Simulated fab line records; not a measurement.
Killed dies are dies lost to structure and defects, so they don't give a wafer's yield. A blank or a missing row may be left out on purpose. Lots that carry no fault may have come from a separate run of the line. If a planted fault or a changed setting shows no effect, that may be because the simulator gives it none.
fab line records + flow berkeleyCmos170
record:
- lots: 15
- wafers: 45
- lastDay: 11
route steps=331 shown START@1 ACTIVE@74 SCREENOX@101 GATE@140
lots with no fault: from the same line, run without faults
startH: start of the lot's first displayed wafer, in hours after the record's first day + waitH: hours since the lot's step before + " identical to the entry in the row above + L1.1+2: one row covering several wafers at once + - no value, or no start given + * or withheld: withheld + < > ~ a bound
route shown NAME@n: NAME is a module with steps in the file, n the number in the route of the first one + usual: average and standard deviation across the fault-free wafers + same: alike in all rows + chamber/n: place in a boat + sites: the reading at each site + _std_site: their standard deviation + _edge_site: the outer-site mean with the inner-site mean subtracted + radiusMm: how far each site lies from the wafer's centre + mask NAME#n: copy n + behind: the most recent tool/chamber to have shaped the wafer + hold: the reason the lot was held/the length of the hold in hours/how it ended + device: names the non-switching transistor (n, p or np) + end of line: the tests these same wafers got at the end of their route + a step given without rows: its recipe and nothing more + killed: at the first sort, the dies lost to defects and structure; wafer yield is something else + map: shows each die of a wafer: x if killed, . if not, _ if none is there
set.NAME: the setting as run; set.NAME@STEP: as run at that earlier step + model.NAME: the simulator's own value behind a step, which no gauge read
steps of the route over a sample of lots; a table a step, a row a wafer
services: from which hour (startH, from the record's first day; less than 0 if before it) a tool's chamber was out of use, for how many hours, and why
== steps ==
step: UCB170_START_BOW_MEAS_00
recipe:
- mode: bow
usual:
- INCOMING_BOW: -1/6.2
| lot.wafer | tool         | chamber | startH | waitH | INCOMING_BOW[um] |
|-----------|--------------|---------|--------|-------|------------------|
| L862.2    | filmMetro-03 | -       | 10.02  | -     | -15              |
| L862.4    | "            | -       | "      | "     | -2               |
| L862.6    | "            | -       | "      | "     | 1                |
| L863.3    | filmMetro-02 | -       | 15.04  | -     | -4               |
| L863.4    | "            | -       | "      | "     | 11               |
| L863.5    | "            | -       | "      | "     | -1               |
| L864.1    | filmMetro-03 | -       | 20.00  | -     | -4               |
| L864.3    | "            | -       | "      | "     | -6               |
| L864.5    | "            | -       | "      | "     | -9               |
| L865.1    | filmMetro-03 | -       | 25.00  | -     | 3                |
| L865.2    | "            | -       | "      | "     | 5                |
| L865.4    | "            | -       | "      | "     | 2                |
| L866.1    | filmMetro-03 | -       | 30.00  | -     | 8                |
| L866.2    | "            | -       | "      | "     | 4                |
| L866.3    | "            | -       | "      | "     | 2                |
| L867.2    | filmMetro-03 | -       | 35.02  | -     | -3               |
| L867.4    | "            | -       | "      | "     | 8                |
| L867.5    | "            | -       | "      | "     | 0                |
| L868.4    | filmMetro-02 | -       | 40.06  | -     | -10              |
| L868.5    | "            | -       | "      | "     | -8               |
| L868.6    | "            | -       | "      | "     | -8               |
| L869.1    | filmMetro-02 | -       | 45.00  | -     | -9               |
| L869.5    | "            | -       | "      | "     | -3               |
| L869.6    | "            | -       | "      | "     | -1               |
| L876.3    | filmMetro-03 | -       | 80.04  | -     | -3               |
| L876.4    | "            | -       | "      | "     | 4                |
| L876.6    | "            | -       | "      | "     | -1               |
| L877.2    | filmMetro-03 | -       | 85.02  | -     | -5               |
| L877.3    | "            | -       | "      | "     | -5               |
| L877.4    | "            | -       | "      | "     | 0                |
| L878.2    | filmMetro-03 | -       | 90.02  | -     | -3               |
| L878.4    | "            | -       | "      | "     | 3                |
| L878.5    | "            | -       | "      | "     | 1                |
| L879.2    | filmMetro-02 | -       | 95.02  | -     | 5                |
| L879.3    | "            | -       | "      | "     | -3               |
| L879.6    | "            | -       | "      | "     | 8                |
| L880.1    | filmMetro-04 | -       | 100.00 | -     | 6                |
| L880.2    | "            | -       | "      | "     | -1               |
| L880.6    | "            | -       | "      | "     | -2               |
| L881.3    | filmMetro-02 | -       | 105.04 | -     | 4                |
| L881.4    | "            | -       | "      | "     | -2               |
| L881.6    | "            | -       | "      | "     | 2                |
| L882.1    | filmMetro-04 | -       | 110.00 | -     | -5               |
| L882.2    | "            | -       | "      | "     | 5                |
| L882.4    | "            | -       | "      | "     | -6               |
step: UCB170_ACTIVE_OVL_MEAS_14
usual:
- ACTIVE_OVL: 1/6.1
| lot.wafer | tool       | chamber | startH | waitH | ACTIVE_OVL[nm] |
|-----------|------------|---------|--------|-------|----------------|
| L862.2    | overlay-01 | -       | 64.73  | 0.1   | -5             |
| L862.4    | "          | -       | "      | "     | -3             |
| L862.6    | "          | -       | "      | "     | -2             |
| L863.3    | overlay-02 | -       | 75.19  | 0.1   | -6             |
| L863.4    | "          | -       | "      | "     | -5             |
| L863.5    | "          | -       | "      | "     | -9             |
| L865.1    | overlay-01 | -       | 94.71  | 0.1   | 2              |
| L865.2    | "          | -       | "      | "     | -1             |
| L865.4    | "          | -       | "      | "     | -2             |
| L864.1    | overlay-02 | -       | 94.98  | 0.1   | 0              |
| L864.3    | "          | -       | "      | "     | -3             |
| L864.5    | "          | -       | "      | "     | 1              |
| L866.1    | overlay-01 | -       | 95.26  | 0.1   | -5             |
| L866.2    | "          | -       | "      | "     | -2             |
| L866.3    | "          | -       | "      | "     | -3             |
| L868.4    | overlay-01 | -       | 101.59 | 0.1   | 3              |
| L868.5    | "          | -       | "      | "     | -2             |
| L868.6    | "          | -       | "      | "     | 6              |
| L867.2    | overlay-02 | -       | 101.70 | 0.1   | 11             |
| L867.4    | "          | -       | "      | "     | 6              |
| L867.5    | "          | -       | "      | "     | -1             |
| L869.1    | overlay-01 | -       | 101.81 | 0.1   | 12             |
| L869.5    | "          | -       | "      | "     | 13             |
| L869.6    | "          | -       | "      | "     | 7              |
| L876.3    | overlay-02 | -       | 140.40 | 0.1   | -1             |
| L876.4    | "          | -       | "      | "     | -6             |
| L876.6    | "          | -       | "      | "     | -7             |
| L877.2    | overlay-01 | -       | 140.74 | 0.1   | -4             |
| L877.3    | "          | -       | "      | "     | -1             |
| L877.4    | "          | -       | "      | "     | -7             |
| L879.2    | overlay-02 | -       | 151.61 | 0.1   | 4              |
| L879.3    | "          | -       | "      | "     | 6              |
| L879.6    | "          | -       | "      | "     | 0              |
| L878.2    | overlay-02 | -       | 151.86 | 0.1   | -10            |
| L878.4    | "          | -       | "      | "     | -13            |
| L878.5    | "          | -       | "      | "     | -2             |
| L880.1    | overlay-02 | -       | 166.25 | 0.1   | -1             |
| L880.2    | "          | -       | "      | "     | -3             |
| L880.6    | "          | -       | "      | "     | -4             |
| L881.3    | overlay-02 | -       | 166.44 | 0.1   | 4              |
| L881.4    | "          | -       | "      | "     | -4             |
| L881.6    | "          | -       | "      | "     | -3             |
| L882.1    | overlay-02 | -       | 176.60 | 0.1   | -7             |
| L882.2    | "          | -       | "      | "     | -5             |
| L882.4    | "          | -       | "      | "     | -9             |
step: UCB170_SCREENOX_OXIDATION_01
recipe:
- tempC: 900
- ambient: O2
- targetThkA: 144
- oxTimeS: 2400
usual:
- oxTempC: 900.0/0.38
- oxTempCMax: 903.2/0.89
- tube_center_temp_C_max: 902.3/0.38
| lot.wafer | tool       | chamber | startH | waitH | oxTempC | oxTempCMax | tube_center_temp_C_max |
|-----------|------------|---------|--------|-------|---------|------------|------------------------|
| L862.2    | furnace-02 | 0       | 88.78  | 2.0   | 900.4   | 903.1      | 902.3                  |
| L862.4    | "          | 0       | "      | "     | 900.0   | 902.8      | 901.8                  |
| L862.6    | "          | 0       | "      | "     | 900.1   | 903.0      | 903.0                  |
| L863.3    | furnace-02 | 0       | 95.55  | 1.0   | 900.0   | 902.9      | 902.0                  |
| L863.4    | "          | 0       | "      | "     | 900.0   | 903.0      | 901.8                  |
| L863.5    | "          | 0       | "      | "     | 900.0   | 902.3      | 902.1                  |
| L864.1    | furnace-03 | 0       | 111.54 | 0.3   | 901.0   | 904.6      | 902.6                  |
| L864.3    | "          | 0       | "      | "     | 900.3   | 904.8      | 901.8                  |
| L864.5    | "          | 0       | "      | "     | 900.9   | 904.6      | 902.9                  |
| L865.1    | furnace-03 | 0       | 111.54 | 0.4   | 900.0   | 903.2      | 901.9                  |
| L865.2    | "          | 0       | "      | "     | 900.2   | 903.9      | 902.2                  |
| L865.4    | "          | 0       | "      | "     | 900.0   | 903.5      | 902.6                  |
| L866.1    | furnace-03 | 0       | 111.54 | 0.3   | 901.0   | 904.6      | 902.3                  |
| L866.2    | "          | 0       | "      | "     | 900.2   | 904.5      | 902.5                  |
| L866.3    | "          | 0       | "      | "     | 899.9   | 903.5      | 902.0                  |
| L867.2    | furnace-03 | -       | 123.38 | 0.0   | -       | -          | -                      |
| L867.4    | "          | -       | "      | "     | -       | -          | -                      |
| L867.5    | "          | -       | "      | "     | -       | -          | -                      |
| L868.4    | furnace-03 | -       | 123.38 | 0.0   | -       | -          | -                      |
| L868.5    | "          | -       | "      | "     | -       | -          | -                      |
| L868.6    | "          | -       | "      | "     | -       | -          | -                      |
| L869.1    | furnace-03 | -       | 123.38 | 0.0   | -       | -          | -                      |
| L869.5    | "          | -       | "      | "     | -       | -          | -                      |
| L869.6    | "          | -       | "      | "     | -       | -          | -                      |
| L876.3    | furnace-03 | 0       | 165.30 | 3.2   | 899.8   | 903.3      | 902.3                  |
| L876.4    | "          | 0       | "      | "     | 899.4   | 902.9      | 902.2                  |
| L876.6    | "          | 0       | "      | "     | 899.7   | 904.2      | 902.3                  |
| L877.2    | furnace-03 | 0       | 165.30 | 3.2   | 899.8   | 903.7      | 902.1                  |
| L877.3    | "          | 0       | "      | "     | 899.6   | 904.1      | 902.3                  |
| L877.4    | "          | 0       | "      | "     | 900.1   | 903.6      | 902.0                  |
| L878.2    | furnace-02 | 0       | 177.71 | 1.5   | 899.9   | 903.2      | 902.2                  |
| L878.4    | "          | 0       | "      | "     | 900.5   | 903.6      | 901.6                  |
| L878.5    | "          | 0       | "      | "     | 900.3   | 903.1      | 901.9                  |
| L879.2    | furnace-02 | 0       | 177.71 | 1.5   | 900.0   | 902.8      | 902.9                  |
| L879.3    | "          | 0       | "      | "     | 899.8   | 902.6      | 901.9                  |
| L879.6    | "          | 0       | "      | "     | 899.6   | 901.6      | 902.5                  |
| L880.1    | furnace-03 | 0       | 187.17 | 1.8   | 900.4   | 904.7      | 901.7                  |
| L880.2    | "          | 0       | "      | "     | 900.5   | 904.1      | 902.6                  |
| L880.6    | "          | 0       | "      | "     | 900.3   | 905.2      | 902.4                  |
| L881.3    | furnace-03 | 0       | 187.17 | 1.7   | 900.3   | 904.8      | 902.6                  |
| L881.4    | "          | 0       | "      | "     | 899.6   | 903.9      | 902.7                  |
| L881.6    | "          | 0       | "      | "     | 899.3   | 903.2      | 902.7                  |
| L882.1    | furnace-02 | 0       | 199.01 | 1.5   | 900.0   | 902.6      | 901.8                  |
| L882.2    | "          | 0       | "      | "     | 900.0   | 902.6      | 902.3                  |
| L882.4    | "          | 0       | "      | "     | 899.9   | 902.4      | 902.5                  |
step: UCB170_GATE_ETCH_14
recipe:
- chemistry: N2/H2
- targetDepthA: withheld
- overetchA: withheld
- target: BARC
- timeS: withheld
- sourceW: 500
- biasW: 100
- pressureMtorr: 30
- n2FlowSccm: 100
- h2FlowSccm: 200
usual:
- drypumpMotorCurrentA: 5.8/0.56
- oesProductAu: 0.993/0.022
- throttleValvePct: 13.28/0.2
| lot.wafer | tool       | chamber | startH | waitH | drypumpMotorCurrentA | oesProductAu | throttleValvePct |
|-----------|------------|---------|--------|-------|----------------------|--------------|------------------|
| L862.2    | rieDiel-01 | 2       | 108.62 | 0.0   | 6.5                  | 1.004        | 13.18            |
| L862.4    | "          | 3       | "      | "     | 6.2                  | 1.019        | 13.29            |
| L862.6    | "          | 0       | "      | "     | 6.3                  | 0.959        | 13.54            |
| L863.3    | rieDiel-02 | 0       | 114.65 | 0.0   | 6.0                  | 0.970        | 13.41            |
| L863.4    | "          | 3       | "      | "     | 5.2                  | 0.978        | 12.94            |
| L863.5    | "          | 1       | "      | "     | 4.9                  | 0.979        | 13.12            |
| L865.1    | rieDiel-01 | 0       | 137.34 | 0.0   | 6.3                  | 0.970        | 13.54            |
| L865.2    | "          | 3       | "      | "     | 6.2                  | 1.029        | 13.30            |
| L865.4    | "          | 2       | "      | "     | 6.4                  | 1.016        | 13.18            |
| L866.1    | rieDiel-03 | 1       | 137.61 | 0.0   | 5.6                  | 1.002        | 13.13            |
| L866.2    | "          | 0       | "      | "     | 6.4                  | 0.996        | 13.21            |
| L866.3    | "          | 2       | "      | "     | 5.4                  | 0.960        | 13.62            |
| L864.1    | rieDiel-02 | 2       | 137.94 | 0.0   | 6.6                  | 1.017        | 13.05            |
| L864.3    | "          | 1       | "      | "     | 5.0                  | 0.983        | 13.12            |
| L864.5    | "          | 1       | "      | "     | 5.0                  | 0.987        | 13.14            |
| L876.3    | rieDiel-01 | 0       | 186.93 | 0.0   | 6.3                  | 0.961        | 13.54            |
| L876.4    | "          | 2       | "      | "     | 6.5                  | 0.998        | 13.17            |
| L876.6    | "          | 3       | "      | "     | 6.2                  | 1.027        | 13.29            |
| L877.2    | rieDiel-03 | 0       | 187.07 | 0.0   | 6.4                  | 1.004        | 13.23            |
| L877.3    | "          | 3       | "      | "     | 5.9                  | 1.004        | 13.17            |
| L877.4    | "          | 2       | "      | "     | 5.4                  | 0.974        | 13.64            |
| L879.2    | rieDiel-01 | 0       | 195.11 | 0.0   | 6.3                  | 0.986        | 13.54            |
| L879.3    | "          | 3       | "      | "     | 6.2                  | 1.016        | 13.29            |
| L879.6    | "          | 1       | "      | "     | 5.1                  | 1.005        | 13.49            |
| L878.2    | rieDiel-03 | 1       | 195.35 | 0.0   | 5.5                  | 1.002        | 13.15            |
| L878.4    | "          | 2       | "      | "     | 5.4                  | 0.964        | 13.64            |
| L878.5    | "          | 1       | "      | "     | 5.5                  | 0.998        | 13.15            |
| L881.3    | rieDiel-03 | 3       | 213.54 | 0.0   | 5.9                  | 1.011        | 13.17            |
| L881.4    | "          | 2       | "      | "     | 5.4                  | 0.972        | 13.61            |
| L881.6    | "          | 3       | "      | "     | 5.9                  | 1.005        | 13.17            |
| L880.1    | rieDiel-02 | 3       | 219.08 | 0.0   | 5.2                  | 0.981        | 12.93            |
| L880.2    | "          | 2       | "      | "     | 6.6                  | 1.020        | 13.05            |
| L880.6    | "          | 1       | "      | "     | 4.9                  | 0.989        | 13.12            |
| L882.1    | rieDiel-01 | 0       | 219.32 | 0.0   | 6.3                  | 0.961        | 13.54            |
| L882.2    | "          | 2       | "      | "     | 6.5                  | 1.012        | 13.18            |
| L882.4    | "          | 1       | "      | "     | 5.1                  | 0.992        | 13.50            |
== services ==
| tool       | chamber | startH | hours | kind          |
|------------|---------|--------|-------|---------------|
| rieDiel-03 | 2       | 102.01 | 13.6  | repair        |
| rieDiel-02 | 3       | 115.27 | 5.8   | repair        |
| rieDiel-03 | 3       | 129.48 | -     | clean         |
| rieDiel-03 | 3       | 129.48 | 26.2  | scheduledDown |
| rieDiel-03 | 3       | 129.48 | 26.2  | ventCycle     |
| furnace-03 | -       | 152.13 | 3.3   | pm            |
| rieDiel-03 | 1       | 154.02 | 4.5   | repair        |
| rieDiel-01 | 1       | 154.12 | 6.7   | repair        |
| rieDiel-01 | -       | 167.49 | 1.5   | repair        |
| rieDiel-02 | 1       | 181.35 | 3.7   | repair        |
| furnace-02 | -       | 213.54 | 4.5   | pm            |
== key ==
firstSign:
- step: UCB170_SCREENOX_OXIDATION_01
- reading: toolRecord
- direction: missing
effect none on later readings
metAt UCB170_SCREENOX_OXIDATION_01
struckLots L867,L868,L869
laterRowsLeftOut L867.2,L867.4,L867.5,L868.4,L868.5,L868.6,L869.1,L869.5,L869.6
sortLeftOut L867.2,L867.4,L867.5,L868.4,L868.5,L868.6,L869.1,L869.5,L869.6
testerLeftOut L867,L868,L869
notActingAt UCB170_START_BOW_MEAS_00,UCB170_ACTIVE_OVL_MEAS_14,UCB170_GATE_ETCH_14
onsetBetween 111.54 123.38
fault:
- kind: skippedStepWhole
- tool: furnace-03
- chamber: -
- onsetH: 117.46
- steps: UCB170_SCREENOX_OXIDATION_01
- scope: struckLotsOnly
testerLeftOut: of these lots the tester's yield and bins aren't shown, on N5 and GAA mostly nor the transistor test; their killed dies are dies lost to structure and defects alone, not to doping, threshold or leakage, so they don't give the yield
sortLeftOut: the simulated sort isn't trusted on such a fault, so these wafers' sort isn't shown, and their yield isn't known
laterRowsLeftOut: the simulator's readings of these wafers behind a module that went badly wrong aren't trusted and aren't shown, but for the sort
